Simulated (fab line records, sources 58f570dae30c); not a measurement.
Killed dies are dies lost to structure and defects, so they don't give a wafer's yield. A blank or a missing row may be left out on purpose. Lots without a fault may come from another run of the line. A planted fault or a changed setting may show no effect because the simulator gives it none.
Which tool did it? | flow berkeley_cmos170 | 14 lots, 42 wafers sampled, at 6 steps of a route of 331

WHAT THE GAUGES READ, wafer by wafer
UCB170_M2_OVL_MEAS_16.
lot  | measured     | on         | M2_OVL (nm)
L848 | day 7 19:44  | overlay-02 | -12 -10 -15
L850 | day 8 07:27  | overlay-01 | -15 -11 -11
L849 | day 8 13:19  | overlay-02 | -7 -7 -9
L852 | day 8 18:52  | overlay-01 | -2 -4 -6
L854 | day 9 14:26  | overlay-02 | 3 -3 -3
L855 | day 9 15:19  | overlay-02 | -2 -10 2
L858 | day 9 19:28  | overlay-01 | -12 -13 -3
L857 | day 9 20:37  | overlay-02 | -6 -16 -10
L860 | day 10 00:05 | overlay-01 | -14 -8 -6
L862 | day 10 09:46 | overlay-02 | -1 -4 -8
L866 | day 11 03:06 | overlay-02 | -10 -11 -10
L867 | day 11 14:07 | overlay-02 | -1 -4 -13
L871 | day 11 22:34 | overlay-01 | -17 -10 -13
L870 | day 11 23:05 | overlay-02 | -10 -4 -10

UCB170_V2_CD_MEAS_12: target cd 700 nm.
lot  | measured     | on        | cd_nm (nm)
L848 | day 7 22:52  | cd_sem-01 | 701.4 701.5 701.2
L850 | day 8 10:23  | cd_sem-02 | 699.9 699.8 699.4
L849 | day 8 16:02  | cd_sem-02 | 702.3 702.2 702.0
L852 | day 8 22:26  | cd_sem-02 | 698.3 699.7 699.2
L854 | day 9 18:22  | cd_sem-02 | 698.1 697.2 698.8
L855 | day 9 18:49  | cd_sem-02 | 701.4 701.9 701.4
L858 | day 9 23:13  | cd_sem-01 | 700.7 701.7 701.6
L857 | day 10 00:37 | cd_sem-01 | 700.0 702.3 699.8
L860 | day 10 03:14 | cd_sem-01 | 701.7 703.2 702.7
L862 | day 10 12:32 | cd_sem-01 | 701.8 701.0 703.0
L866 | day 11 05:49 | cd_sem-01 | 701.4 702.8 698.5
L867 | day 11 16:41 | cd_sem-01 | 701.1 700.4 702.0
L871 | day 12 00:48 | cd_sem-01 | 699.6 699.8 700.2
L870 | day 12 01:43 | cd_sem-02 | 699.2 699.0 698.7

UCB170_M3_RS_MEAS_02: measures by four-point-probe.
lot  | measured     | on            | M3_AL_RS (ohm/sq)
L848 | day 7 23:34  | film_metro-01 | 0.0322 0.0322 0.0326
L850 | day 8 11:05  | film_metro-02 | 0.0330 0.0331 0.0333
L849 | day 8 16:47  | film_metro-04 | 0.0317 0.0317 0.0319
L852 | day 8 23:13  | film_metro-02 | 0.0333 0.0329 0.0324
L854 | day 9 19:04  | film_metro-04 | 0.0329 0.0326 0.0330
L855 | day 9 19:31  | film_metro-02 | 0.0325 0.0325 0.0322
L858 | day 9 23:55  | film_metro-01 | 0.0325 0.0323 0.0324
L857 | day 10 01:19 | film_metro-04 | 0.0322 0.0325 0.0329
L860 | day 10 03:56 | film_metro-02 | 0.0329 0.0435 0.0325
L862 | day 10 13:14 | film_metro-02 | 0.0330 0.0442 0.0332
L866 | day 11 06:32 | film_metro-01 | 0.0322 0.0322 0.0320
L867 | day 11 17:24 | film_metro-04 | 0.0319 0.0313 0.0318
L871 | day 12 01:31 | film_metro-02 | 0.0322 0.0322 0.0322
L870 | day 12 02:25 | film_metro-04 | 0.0322 0.0319 0.0318

UCB170_M3_THK_MEAS_03: measures by xrf.
lot  | measured     | on            | M3_AL_THK (nm)
L848 | day 7 23:41  | film_metro-01 | 900 904 888
L850 | day 8 11:11  | film_metro-02 | 878 874 871
L849 | day 8 16:55  | film_metro-04 | 914 912 909
L852 | day 8 23:20  | film_metro-02 | 877 877 897
L854 | day 9 19:11  | film_metro-04 | 875 881 874
L855 | day 9 19:38  | film_metro-02 | 899 893 906
L858 | day 10 00:01 | film_metro-01 | 888 896 890
L857 | day 10 01:26 | film_metro-04 | 887 890 868
L860 | day 10 04:03 | film_metro-02 | 879 669 887
L862 | day 10 13:20 | film_metro-02 | 873 655 871
L866 | day 11 06:39 | film_metro-01 | 901 898 906
L867 | day 11 17:31 | film_metro-04 | 898 910 896
L871 | day 12 01:37 | film_metro-02 | 901 901 903
L870 | day 12 02:31 | film_metro-04 | 898 908 906

UCB170_M3_CD_MEAS_15: target cd 700 nm.
lot  | measured     | on        | cd_nm (nm)
L848 | day 8 02:40  | cd_sem-02 | 696.7 698.3 697.7
L850 | day 8 14:28  | cd_sem-02 | 700.9 702.3 698.6
L849 | day 8 20:04  | cd_sem-02 | 700.1 699.6 699.2
L852 | day 9 01:43  | cd_sem-02 | 699.7 698.4 698.3
L854 | day 9 22:53  | cd_sem-02 | 701.7 701.7 701.7
L855 | day 9 23:51  | cd_sem-01 | 698.5 698.9 698.2
L858 | day 10 02:26 | cd_sem-02 | 697.6 698.4 698.0
L857 | day 10 03:11 | cd_sem-02 | 699.9 700.8 700.8
L860 | day 10 06:29 | cd_sem-02 | 701.7 702.0 702.4
L862 | day 10 17:30 | cd_sem-02 | 699.2 700.9 699.0
L866 | day 11 10:38 | cd_sem-01 | 699.3 698.7 698.8
L867 | day 11 20:20 | cd_sem-01 | 695.4 697.0 695.3
L871 | day 12 03:28 | cd_sem-02 | 698.7 697.6 698.9
L870 | day 12 04:56 | cd_sem-01 | 699.4 701.4 701.1

WHICH TOOL RAN EACH LOT (tool, then ch and the chambers of the sampled wafers, then the start)
lot  | UCB170_M3_SPUTTER_01
L848 | pvd_sputter-04, day 7 23:29
L850 | pvd_sputter-01, day 8 10:59
L849 | pvd_sputter-02, day 8 16:40
L852 | pvd_sputter-01, day 8 23:08
L854 | pvd_sputter-01, day 9 18:59
L855 | pvd_sputter-04, day 9 19:26
L858 | pvd_sputter-04, day 9 23:47
L857 | pvd_sputter-01, day 10 01:14
L860 | pvd_sputter-01, day 10 03:51
L862 | pvd_sputter-01, day 10 13:08
L866 | pvd_sputter-02, day 11 06:26
L867 | pvd_sputter-02, day 11 17:19
L871 | pvd_sputter-04, day 12 01:24
L870 | pvd_sputter-02, day 12 02:17
- UCB170_M3_SPUTTER_01: material Al, target thk 900 nm, time 120 s.

WHAT THE TOOLS THEMSELVES READ (means of the sampled wafers that have a number; where no wafer has one, the mark that the record gives instead)
UCB170_M3_SPUTTER_01.
lot  | tool           | chamber_pressure_pa (Pa) | throttle_valve_pct (%)
L848 | pvd_sputter-04 | 0.5004                   | 29.7
L850 | pvd_sputter-01 | 0.5005                   | 29.6
L849 | pvd_sputter-02 | 0.4995                   | 30.5
L852 | pvd_sputter-01 | 0.5003                   | 30.1
L854 | pvd_sputter-01 | 0.5000                   | 30.0
L855 | pvd_sputter-04 | 0.4991                   | 29.3
L858 | pvd_sputter-04 | 0.4998                   | 29.7
L857 | pvd_sputter-01 | 0.5012                   | 30.5
L860 | pvd_sputter-01 | 0.4989                   | 30.5
L862 | pvd_sputter-01 | 0.4992                   | 30.0
L866 | pvd_sputter-02 | 0.5003                   | 29.6
L867 | pvd_sputter-02 | 0.5006                   | 30.4
L871 | pvd_sputter-04 | 0.5000                   | 29.7
L870 | pvd_sputter-02 | 0.5008                   | 29.9

THE ANSWER, worked out from the rows above alone
Rule: what is usual is taken from the lots themselves. Put in order of their means at a reading, lots are off if they are a third of the lots or fewer, leave a main group of 4 or more, and stand apart from it by a gap of 3 or more times the standard deviation of the main group's means; of several such gaps the widest counts. A main group whose means are all the same, to the digits that the tables above print for the reading, isn't used. A lot without any number at a reading at which 4 lots or more have one is off too. The other lots that the step has rows for count as sound. The gauges are gone through in route order, then the tools' own readings, and for those a lot's mean is taken as printed above. The first step at which some lot is off is used, and at that step the reading that is off furthest; a lot without a number counts as furthest.
Off: L860, L862, at UCB170_M3_RS_MEAS_02 (M3_AL_RS). The main group: mean 0.0324 ohm/sq, standard deviation 0.00043.
A tool fits if, at a process step before that reading, it ran every lot that is off, and no sound lot after the first of them. The gauges at UCB170_M3_RS_MEAS_02 are tried like those tools. One fits: pvd_sputter-01 at UCB170_M3_SPUTTER_01. Its last sound lot is L857 (day 10 01:14), its first lot that is off L860 (day 10 03:51): a fault that began between those two fits.

WHAT THE SIMULATOR HAD PUT IN
Process parameter drift: pvd_sputter-01, from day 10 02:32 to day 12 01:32, at UCB170_M3_SPUTTER_01. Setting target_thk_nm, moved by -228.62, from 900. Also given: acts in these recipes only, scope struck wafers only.
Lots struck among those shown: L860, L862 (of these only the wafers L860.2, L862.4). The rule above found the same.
